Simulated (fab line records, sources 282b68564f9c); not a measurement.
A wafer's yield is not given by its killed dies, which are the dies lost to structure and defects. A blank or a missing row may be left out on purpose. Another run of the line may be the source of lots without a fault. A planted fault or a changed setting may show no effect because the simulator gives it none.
fab line records ; flow ritCmos
record lots=5; wafers=23
route steps=202 shown PSD@144 SILICIDE@162 CONTACT@172
startH: hours from the record's first day to the start of the lot's first wafer shown ; waitH: hours from the lot's prior step to this one ; " unchanged from the row above ; L1.1+2: a single row standing in for several wafers ; - no value, or no start was given ; * or withheld: withheld ; < > ~ a bound
route shown NAME@n: names a module that has steps shown in the file, with the first one's number in the route ; usual: mean/standard deviation of fault-free wafers ; same: alike in all rows ; chamber/n: place in a boat ; sites: the reading at each site ; _std_site: how widely they spread, as a standard deviation ; _edge_site: inner sites' mean taken away from outer sites' mean ; radiusMm: for every site, how far away it sits from the centre of the wafer ; mask NAME#n: copy n ; behind: the tool/chamber that last shaped the wafer ; hold: what put the lot on hold/how long, in hours/how the hold closed ; device: the transistor (n, p or np) that didn't switch ; end of line: tests run on the same wafers once the route is complete ; step lacking rows: just its recipe ; killed: dies that structure and defects cost at the first sort, which is not the same as the wafer's yield ; map: the dies of a wafer, with x for killed, . for not killed, _ for no die there
set.NAME: setting as actually run; set.NAME@STEP: the setting as run at that earlier step ; model.NAME: the simulator's own value behind a step, which no gauge read
lots run with intentionally changed settings; tables by step, rows by wafer
## steps
# step RIT_PSD_SOFTBAKE_02
# recipe resist=NOVOLAK; tempC=90; timeS=60
lot.wafer;tool;chamber;startH;waitH;set.tempC
L074.1+5+6;lithoTrack-04;0;54.04;0.1;90
L074.2+3;lithoTrack-04;0;54.04;0.1;88.84
L076.1+3+6;lithoTrack-02;0;64.46;0.1;90
L077.1+2;lithoTrack-02;0;65.13;0.1;91.02
L077.4+5+6;lithoTrack-02;0;65.13;0.1;90
L079.1+6;lithoTrack-03;0;77.64;0.1;90
L079.2+4+5;lithoTrack-03;0;77.64;0.1;91
L081.2+4+6;lithoTrack-02;0;89.29;0.1;90
L081.3+5;lithoTrack-02;0;89.29;0.1;87.69
# step RIT_PSD_EXPOSE_03
# recipe maskId=M10; na=0.57; targetCdNm=40900; doseMj=250
# step RIT_PSD_PEB_04
# recipe resist=NOVOLAK; tempC=withheld; timeS=withheld
# step RIT_PSD_DEVELOP_05
# recipe resist=NOVOLAK; developTimeS=50; devTempC=23
lot.wafer;tool;chamber;startH;waitH;set.spinRpm@PSD_COAT_01;model.NOVOLAK_of_PSD_COAT_01.thkNm
L074.1;lithoTrack-02;0;-;-;3344;986.2
L074.2;lithoTrack-02;0;-;-;3344;990.8
L074.3;lithoTrack-02;0;-;-;3250;1004
L074.5+6;lithoTrack-02;0;-;-;3250;1002
L076.1;lithoTrack-04;0;-;-;3250;998.7
L076.3;lithoTrack-04;0;-;-;3250;999.2
L076.6;lithoTrack-04;0;-;-;3250;999.5
L077.1;lithoTrack-02;0;-;-;3250;997.7
L077.2;lithoTrack-02;0;-;-;3250;996.9
L077.4;lithoTrack-02;0;-;-;3031;1034
L077.5;lithoTrack-02;0;-;-;3031;1036
L077.6;lithoTrack-02;0;-;-;3250;999
L079.1;lithoTrack-03;0;-;-;3250;999.2
L079.2;lithoTrack-03;0;-;-;3123;1017
L079.4;lithoTrack-03;0;-;-;3250;995.5
L079.5;lithoTrack-03;0;-;-;3250;998.2
L079.6;lithoTrack-03;0;-;-;3123;1022
L081.2;lithoTrack-03;0;-;-;3475;964.2
L081.3;lithoTrack-03;0;-;-;3475;970.1
L081.4;lithoTrack-03;0;-;-;3250;1002
L081.5;lithoTrack-03;0;-;-;3475;970.8
L081.6;lithoTrack-03;0;-;-;3250;998.3
# step RIT_PSD_HARDBAKE_07
# recipe resist=NOVOLAK; tempC=140; timeS=60
lot.wafer;tool;chamber;startH;waitH;set.spinRpm@PSD_COAT_01;model.NOVOLAK_of_PSD_COAT_01.thkNm
L074.1;lithoTrack-02;0;54.75;0.0;3344;872
L074.2;lithoTrack-02;0;54.75;0.0;3344;873.3
L074.3;lithoTrack-02;0;54.75;0.0;3250;885.1
L074.5;lithoTrack-02;0;54.75;0.0;3250;885.8
L074.6;lithoTrack-02;0;54.75;0.0;3250;886
L076.1;lithoTrack-04;0;65.17;0.0;3250;882.9
L076.3;lithoTrack-04;0;65.17;0.0;3250;883.4
L076.6;lithoTrack-04;0;65.17;0.0;3250;883.6
L077.1;lithoTrack-02;0;65.84;0.0;3250;884.5
L077.2;lithoTrack-02;0;65.84;0.0;3250;883.8
L077.4;lithoTrack-02;0;65.84;0.0;3031;914.2
L077.5;lithoTrack-02;0;65.84;0.0;3031;915.5
L077.6;lithoTrack-02;0;65.84;0.0;3250;883.2
L079.1;lithoTrack-04;0;78.23;0.0;3250;883.4
L079.2;lithoTrack-04;0;78.23;0.0;3123;901.8
L079.4;lithoTrack-04;0;78.23;0.0;3250;882.5
L079.5;lithoTrack-04;0;78.23;0.0;3250;884.9
L079.6;lithoTrack-04;0;78.23;0.0;3123;903.6
L081.2;lithoTrack-04;0;89.87;0.0;3475;852.7
L081.3;lithoTrack-04;0;89.87;0.0;3475;852.6
L081.4;lithoTrack-04;0;89.87;0.0;3250;885.4
L081.5;lithoTrack-04;0;89.87;0.0;3475;853.2
L081.6;lithoTrack-04;0;89.87;0.0;3250;882.6
# step RIT_SILICIDE_SPUTTER_01
# recipe material=Ti; targetThkNm=30; powerW=350; chamberPressurePa=0.667; gas=Ar; timeS=240; substrateTempC=25
lot.wafer;tool;chamber;startH;waitH;set.powerW;model.Ti_of_SILICIDE_SPUTTER_01.thkNm
L074.1;pvdSputter-01;-;56.23;0.0;317.6;26.92
L074.2;pvdSputter-01;-;56.23;0.0;350;29.88
L074.3;pvdSputter-01;-;56.23;0.0;317.6;27.07
L074.5;pvdSputter-01;-;56.23;0.0;350;29.82
L074.6;pvdSputter-01;-;56.23;0.0;317.6;27.16
L076.1;pvdSputter-04;-;66.71;0.0;350;29.43
L076.3;pvdSputter-04;-;66.71;0.0;350;29.41
L076.6;pvdSputter-04;-;66.71;0.0;350;29.54
L077.1;pvdSputter-02;-;67.38;0.0;350;29.74
L077.2;pvdSputter-02;-;67.38;0.0;333.7;28.07
L077.4;pvdSputter-02;-;67.38;0.0;333.7;27.85
L077.5;pvdSputter-02;-;67.38;0.0;350;29.32
L077.6;pvdSputter-02;-;67.38;0.0;333.7;28.23
L079.1;pvdSputter-02;-;79.89;0.0;350;30.16
L079.2;pvdSputter-02;-;79.89;0.0;350;29.87
L079.4;pvdSputter-02;-;79.89;0.0;385.3;32.37
L079.5;pvdSputter-02;-;79.89;0.0;385.3;32.77
L079.6;pvdSputter-02;-;79.89;0.0;385.3;32.45
L081.2;pvdSputter-02;-;91.39;0.0;371.9;32.12
L081.3;pvdSputter-02;-;91.39;0.0;371.9;31.92
L081.4;pvdSputter-02;-;91.39;0.0;350;30.21
L081.5;pvdSputter-02;-;91.39;0.0;350;30.45
L081.6;pvdSputter-02;-;91.39;0.0;371.9;31.5
# step RIT_SILICIDE_RS_MEAS_02
# recipe thkMeasGauge=four-point-probe; reads=Ti_of_SILICIDE_SPUTTER_01
# usual SILICIDE_TI_RS=48.6/0.68
lot.wafer;tool;chamber;startH;waitH;set.powerW@SILICIDE_SPUTTER_01;SILICIDE_TI_RS[ohm/sq]
L074.1;filmMetro-01;-;56.38;0.1;317.6;54.9
L074.2;filmMetro-01;-;56.38;0.1;350;48.2
L074.3;filmMetro-01;-;56.38;0.1;317.6;54.5
L074.5;filmMetro-01;-;56.38;0.1;350;48.3
L074.6;filmMetro-01;-;56.38;0.1;317.6;54.2
L076.1;filmMetro-01;-;66.86;0.1;350;49.0
L076.3;filmMetro-01;-;66.86;0.1;350;49.1
L076.6;filmMetro-01;-;66.86;0.1;350;48.8
L077.1;filmMetro-01;-;67.53;0.1;350;48.5
L077.2;filmMetro-01;-;67.53;0.1;333.7;52.1
L077.4;filmMetro-01;-;67.53;0.1;333.7;52.5
L077.5;filmMetro-01;-;67.53;0.1;350;49.2
L077.6;filmMetro-01;-;67.53;0.1;333.7;51.7
L079.1;filmMetro-04;-;80.04;0.1;350;47.6
L079.2;filmMetro-04;-;80.04;0.1;350;48.2
L079.4;filmMetro-04;-;80.04;0.1;385.3;43.6
L079.5;filmMetro-04;-;80.04;0.1;385.3;42.8
L079.6;filmMetro-04;-;80.04;0.1;385.3;43.4
L081.2;filmMetro-02;-;91.56;0.1;371.9;43.9
L081.3;filmMetro-02;-;91.56;0.1;371.9;44.3
L081.4;filmMetro-02;-;91.56;0.1;350;47.4
L081.5;filmMetro-02;-;91.56;0.1;350;47.0
L081.6;filmMetro-02;-;91.56;0.1;371.9;45.0
# step RIT_SILICIDE_THK_MEAS_03
# recipe thkMeasGauge=xrf; reads=Ti_of_SILICIDE_SPUTTER_01
# usual SILICIDE_TI_THK=30.0/0.37
lot.wafer;tool;chamber;startH;waitH;set.powerW@SILICIDE_SPUTTER_01;SILICIDE_TI_THK[nm]
L074.1;filmMetro-01;-;56.50;0.1;317.6;27.2
L074.2;filmMetro-01;-;56.50;0.1;350;30.1
L074.3;filmMetro-01;-;56.50;0.1;317.6;27.4
L074.5;filmMetro-01;-;56.50;0.1;350;30.1
L074.6;filmMetro-01;-;56.50;0.1;317.6;27.5
L076.1;filmMetro-01;-;66.98;0.1;350;29.8
L076.3;filmMetro-01;-;66.98;0.1;350;29.7
L076.6;filmMetro-01;-;66.98;0.1;350;29.9
L077.1;filmMetro-01;-;67.65;0.1;350;30.0
L077.2;filmMetro-01;-;67.65;0.1;333.7;28.3
L077.4;filmMetro-01;-;67.65;0.1;333.7;28.2
L077.5;filmMetro-01;-;67.65;0.1;350;29.7
L077.6;filmMetro-01;-;67.65;0.1;333.7;28.6
L079.1;filmMetro-04;-;80.16;0.1;350;30.6
L079.2;filmMetro-04;-;80.16;0.1;350;30.3
L079.4;filmMetro-04;-;80.16;0.1;385.3;32.7
L079.5;filmMetro-04;-;80.16;0.1;385.3;33.2
L079.6;filmMetro-04;-;80.16;0.1;385.3;32.9
L081.2;filmMetro-02;-;91.67;0.1;371.9;32.8
L081.3;filmMetro-02;-;91.67;0.1;371.9;32.6
L081.4;filmMetro-02;-;91.67;0.1;350;30.7
L081.5;filmMetro-02;-;91.67;0.1;350;31.1
L081.6;filmMetro-02;-;91.67;0.1;371.9;32.1
# step RIT_CONTACT_SOFTBAKE_04
# recipe resist=NOVOLAK; tempC=90; timeS=60
lot.wafer;tool;chamber;startH;waitH;set.tempC
L074.1+2+3+5+6;lithoTrack-04;0;57.15;0.1;90
L076.1+3+6;lithoTrack-01;0;67.63;0.1;90
L077.1+2+4;lithoTrack-01;0;68.30;0.1;90
L077.5+6;lithoTrack-01;0;68.30;0.1;86.7
L079.1+2+4;lithoTrack-03;0;81.01;0.1;90
L079.5+6;lithoTrack-03;0;81.01;0.1;87.72
L081.2+3+4;lithoTrack-03;0;92.40;0.1;90
L081.5+6;lithoTrack-03;0;92.40;0.1;92.01
# step RIT_CONTACT_EXPOSE_05
# recipe maskId=M11; na=0.6; sourceShape=conventional; sigmaOuter=0.5; targetCdNm=1000; doseMj=250
# step RIT_CONTACT_PEB_06
# recipe resist=NOVOLAK; tempC=withheld; timeS=withheld
# step RIT_CONTACT_DEVELOP_07
# recipe resist=NOVOLAK; developTimeS=120; devTempC=23
lot.wafer;tool;chamber;startH;waitH;set.tempC@CONTACT_SOFTBAKE_04;model.NOVOLAK_of_CONTACT_COAT_03.thkNm
L074.1+5+6;lithoTrack-01;0;-;-;90;1003
L074.2;lithoTrack-01;0;-;-;90;1004
L074.3;lithoTrack-01;0;-;-;90;1001
L076.1;lithoTrack-04;0;-;-;90;991.5
L076.3;lithoTrack-04;0;-;-;90;992.5
L076.6;lithoTrack-04;0;-;-;90;990.4
L077.1;lithoTrack-03;0;-;-;90;998.4
L077.2;lithoTrack-03;0;-;-;90;999.5
L077.4;lithoTrack-03;0;-;-;90;997.9
L077.5;lithoTrack-03;0;-;-;86.7;1008
L077.6;lithoTrack-03;0;-;-;86.7;1010
L079.1+2;lithoTrack-04;0;-;-;90;1001
L079.4;lithoTrack-04;0;-;-;90;999.2
L079.5;lithoTrack-04;0;-;-;87.72;1005
L079.6;lithoTrack-04;0;-;-;87.72;1009
L081.2;lithoTrack-04;0;-;-;90;997
L081.3;lithoTrack-04;0;-;-;90;1002
L081.4;lithoTrack-04;0;-;-;90;1001
L081.5;lithoTrack-04;0;-;-;92.01;992
L081.6;lithoTrack-04;0;-;-;92.01;990.3
## key
split step=RIT_PSD_SOFTBAKE_02; setting=tempC; stated=90; by=wafer
response none clear
split step=RIT_SILICIDE_SPUTTER_01; setting=powerW; stated=350; by=wafer
response step=RIT_SILICIDE_SPUTTER_01; reading=model.Ti_of_SILICIDE_SPUTTER_01.thkNm; change=+0.273; per=1%; r=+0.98
response step=RIT_SILICIDE_RS_MEAS_02; reading=SILICIDE_TI_RS; change=-0.556; per=1%; r=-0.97
response step=RIT_SILICIDE_THK_MEAS_03; reading=SILICIDE_TI_THK; change=+0.267; per=1%; r=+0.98
split step=RIT_CONTACT_SOFTBAKE_04; setting=tempC; stated=90; by=wafer
response step=RIT_CONTACT_DEVELOP_07; reading=model.NOVOLAK_of_CONTACT_COAT_03.thkNm; change=-2.97; per=1%; r=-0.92
split outsideThisFile step=RIT_PSD_COAT_01 setting=spinRpm
# split outsideThisFile: this setting was split too, and the file shows its column; the key of that split is in another file
